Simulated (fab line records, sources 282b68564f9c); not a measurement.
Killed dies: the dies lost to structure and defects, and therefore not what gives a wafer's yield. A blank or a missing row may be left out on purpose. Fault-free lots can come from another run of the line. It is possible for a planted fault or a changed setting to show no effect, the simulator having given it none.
A lot that was struck, set against a sound lot :: flow ritCmos :: 28 steps out of a route of 202
Sound: these wafers, L808.1, L808.3, L808.6. The struck wafers were L813.3, L813.4, L813.6. The cause is named last.
Order at every step that has rows: each side's tool, ch and its chambers, its first start. Under that, the readings that differ: sound wafers :: struck wafers :: difference of the means :: sigmas: that difference in standard deviations of wafers without a fault.
alike: same words and numbers on both sides, and readings whose means sit less than 2 such deviations apart. not compared: any withheld reading, any reading some wafer has no value for, any bound like >300 that may hide the same value, and any number with overlapping values for which the record gives no deviation.
A row with sigmas, a row that says differs or no value, or rows on one side alone: a step with any of these is where the two part. When numbers do not overlap yet have no deviation, they are printed without sigmas and do not part them. Lack of a reading on every wafer of one side parts them only where that side has two or more wafers.

RIT_ACTIVE_BOW_MEAS_00:
  sound on filmMetro-01 at day 1 10:00; struck on filmMetro-03 at day 2 11:02
  alike: INCOMING_BOW
RIT_ACTIVE_OXIDATION_01: target thk 46.8 nm, ox time 3360 s.
  sound on furnace-04 ch 0, day 1 10:07; struck on furnace-04 ch 0, day 2 16:23
  alike: spikeTcLoadC
RIT_ACTIVE_THK_MEAS_02:
  sound on filmMetro-03 at day 1 12:03; struck on filmMetro-03 at day 2 18:20
reading: ACTIVE_OXIDE_THK (nm)
sound: 46.9 46.6 46.4
struck: 72.9 74.5 74.3
difference: +27.3
sigmas: +38
then, 1 step without rows for these wafers: RIT_ACTIVE_CVD_03 (deposits Si3N4 from SiH2Cl2/NH3, target thk 150 nm, time 1500 s).
RIT_ACTIVE_THK_MEAS_04:
  sound on filmMetro-01 at day 1 13:32; struck on filmMetro-02 at day 2 19:49
  alike: ACTIVE_NITRIDE_THK
then, 6 steps without rows for these wafers: RIT_ACTIVE_HMDS_05 (prime time 60 s); RIT_ACTIVE_COAT_06 (resist thk 1000 nm); RIT_ACTIVE_SOFTBAKE_07 (time 60 s); RIT_ACTIVE_EXPOSE_08 (exposes mask M1, target cd 1400 nm); RIT_ACTIVE_PEB_09; RIT_ACTIVE_DEVELOP_10 (develop time 50 s).
RIT_ACTIVE_CD_MEAS_11: the cd target is 1400 nm.
  sound on cdSem-01 at day 1 14:34; struck on cdSem-02 at day 2 21:13
  alike: cdNm
then, 1 step without rows for these wafers: RIT_ACTIVE_HARDBAKE_12 (time 60 s).
RIT_ACTIVE_ETCH_13: etches Si3N4 in SF6, stops on SiO2, time 210 s, target depth 210 nm.
  sound on rieDiel-02 ch 0,1,3, day 1 14:50; struck on rieDiel-02 ch 1,3, day 2 21:30
reading: model.SiO2_of_ACTIVE_OXIDATION_01.thkNm (nm)
sound: 46.95 46.22 45.49
struck: 72.43 73.6 73.33
difference: +26.90
sigmas: 
  alike: drypumpMotorCurrentA, oesProductAu, throttleValvePct
  not compared: rfHoursCounterH
RIT_ACTIVE_STRIP_14: strips in O2, time 180 s.
  sound on plasmaAsher-04 ch 0, day 1 14:58; struck on plasmaAsher-01 ch 0,1, day 2 21:41
  alike: drypumpMotorCurrentA
  not compared: rfHoursCounterH
RIT_ACTIVE_CD_MEAS_90: the cd target is 1400 nm.
  sound on cdSem-02 at day 1 15:08; struck on cdSem-02 at day 2 21:50
  alike: cdNm
then, 4 steps without rows for these wafers: RIT_ACTIVE_CLEAN_15 (cleans in SC1, time 600 s); RIT_ACTIVE_CLEAN_16 (cleans in dHF, time 30 s); RIT_ACTIVE_CLEAN_17 (cleans in SC2, time 600 s); RIT_FOX1_OXIDATION_00 (target thk 350.7 nm, ox time 1130 s).
RIT_FOX1_THK_MEAS_01:
  sound on filmMetro-03 at day 1 18:34; struck on filmMetro-03 at day 3 03:03
  alike: FOX1_OXIDE_THK
then, 2 steps without rows for these wafers: RIT_FOX1_WET_ETCH_02 (etches SiO2 in BOE, target depth 350 nm, time 390 s); RIT_FOX2_OXIDATION_00 (target thk 350.7 nm, ox time 1130 s).
RIT_FOX2_THK_MEAS_01:
  sound on filmMetro-03 at day 1 20:08; struck on filmMetro-04 at day 3 06:14
  alike: FOX2_OXIDE_THK
then, 1 step without rows for these wafers: RIT_FOX2_CLEAN_02 (cleans in dHF, time 180 s).
RIT_FOX2_WET_ETCH_03: etches Si3N4 in H3PO4, target depth 195 nm, time 2700 s.
  sound on wetBench-01 ch 2, day 1 20:16; struck on wetBench-01 ch 0, day 3 07:11
reading: model.SiO2_of_ACTIVE_OXIDATION_01.thkNm (nm)
sound: 41.74 41.11 40.46
struck: 64.46 65.49 65.3
difference: +23.98
sigmas: 
  alike: tempC
RIT_FOX2_THK_MEAS_90:
  sound on filmMetro-04 at day 1 21:01; struck on filmMetro-02 at day 3 07:59
  alike: FIELD_OXIDE_LEFT_1_THK
RIT_M1_PROBE_99:
  sound on prober-01 at day 3 14:11; struck on prober-01 at day 4 23:31
  alike: killedAtContacts, killedAtFrontEnd, killedDies, killedOpen, killedShort

## WHERE THEY PART
Only at RIT_ACTIVE_THK_MEAS_02, within this record. Later steps at which nothing parts them and some readings are alike: RIT_ACTIVE_THK_MEAS_04, RIT_ACTIVE_CD_MEAS_11, RIT_ACTIVE_ETCH_13, RIT_ACTIVE_STRIP_14, RIT_ACTIVE_CD_MEAS_90, RIT_FOX1_THK_MEAS_01, RIT_FOX2_THK_MEAS_01, RIT_FOX2_WET_ETCH_03, RIT_FOX2_THK_MEAS_90, RIT_M1_PROBE_99.

WHY: whatever the simulator had introduced
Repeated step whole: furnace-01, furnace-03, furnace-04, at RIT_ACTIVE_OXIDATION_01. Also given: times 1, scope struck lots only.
